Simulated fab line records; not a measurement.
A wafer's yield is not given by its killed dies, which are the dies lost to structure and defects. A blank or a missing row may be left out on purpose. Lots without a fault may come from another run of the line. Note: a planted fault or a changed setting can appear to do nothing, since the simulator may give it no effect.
Comparing a struck lot with a sound one ; flow ritCmos ; 17 steps out of a route of 202
Sound: these wafers, L298.1, L298.2, L298.5. Struck: wafers L301.2, L301.4, L301.6. Last of all comes the cause.
At each step with rows: each side's tool, then ch and its chambers, then its first start. Under that, the readings that differ: sound wafers ; struck wafers ; difference of the means ; sigmas: that difference in standard deviations of wafers without a fault.
alike: same words and numbers on both sides, and readings whose means sit less than 2 such deviations apart. not compared: any withheld reading, any reading some wafer has no value for, any bound like >300 that may hide the same value, and any number with overlapping values for which the record gives no deviation.
A row with sigmas, a row that says differs or no value, or rows on one side alone: a step with any of these is where the two part. Numbers that don't overlap but have no deviation are shown without sigmas and don't part them. A reading missing from all wafers of one side parts the sides only when that side holds two or more wafers.

RIT_CONTACT_STRIP_12: strips in O2, time 180 s.
  sound on plasmaAsher-01 ch 0,1, day 3 18:58; struck on plasmaAsher-04 ch 0,1, day 4 09:57
reading;sound;struck;difference;sigmas
drypumpMotorCurrentA (A);6.4 6.6 6.6;5.4 5.7 5.4;-1.0;-2
  not compared: rfHoursCounterH
RIT_CONTACT_CD_MEAS_90: the cd target is 1000 nm.
  sound: cdSem-01 at day 3 19:08; struck: cdSem-02 at day 4 10:09
  alike: cdNm
then, 2 steps without rows for these wafers: RIT_CONTACT_CLEAN_13 (cleans in SC1, time 600 s); RIT_CONTACT_CLEAN_14 (cleans in SC2, time 600 s).
RIT_M1_SPUTTER_00: material Al, target thk 400 nm, time 500 s.
  sound: pvdSputter-02 at day 3 19:37; struck: pvdSputter-04 at day 4 10:37
  alike: throttleValvePct
RIT_M1_RS_MEAS_01: the measuring method here is four-point-probe.
  sound: filmMetro-01 at day 3 19:56; struck: filmMetro-03 at day 4 10:56
  alike: M1_AL_RS
RIT_M1_THK_MEAS_02: measures by xrf.
  sound: filmMetro-01 at day 3 20:04; struck: filmMetro-03 at day 4 11:02
  alike: M1_AL_THK
then, 5 steps without rows for these wafers: RIT_M1_HMDS_03 (prime time 61.38 s); RIT_M1_COAT_04 (resist thk 1300 nm); RIT_M1_SOFTBAKE_05 (time 60 s); RIT_M1_EXPOSE_06 (exposes mask M12, target cd 2600 nm); RIT_M1_PEB_07.
RIT_M1_DEVELOP_08: develop time 68 s.
  sound on lithoTrack-02 ch 0, day 3 20:00; struck on lithoTrack-02 ch 0, day 4 11:00
RIT_M1_CD_MEAS_09: the cd target is 2600 nm.
  sound: cdSem-02 at day 3 21:00; struck: cdSem-01 at day 4 12:07
reading;sound;struck;difference;sigmas
cdNm (nm);2600.9 2600.2 2602.1;- - -;no value on the struck wafers;
RIT_M1_OVL_MEAS_10:
  sound: overlay-02 at day 3 21:07; struck: overlay-01 at day 4 12:13
reading;sound;struck;difference;sigmas
M1_OVL (nm);2.9 3.2 3.4;- - -;no value on the struck wafers;
then, 1 step without rows for these wafers: RIT_M1_HARDBAKE_11 (time 120 s).
RIT_M1_PROBE_99:
  the record has rows for the struck wafers here (prober-02, day 4 14:52) and none for the sound ones

WHERE THEY PART
Earliest at RIT_CONTACT_STRIP_12; latest, in this record, at RIT_M1_PROBE_99.

WHY: the cause the simulator had injected
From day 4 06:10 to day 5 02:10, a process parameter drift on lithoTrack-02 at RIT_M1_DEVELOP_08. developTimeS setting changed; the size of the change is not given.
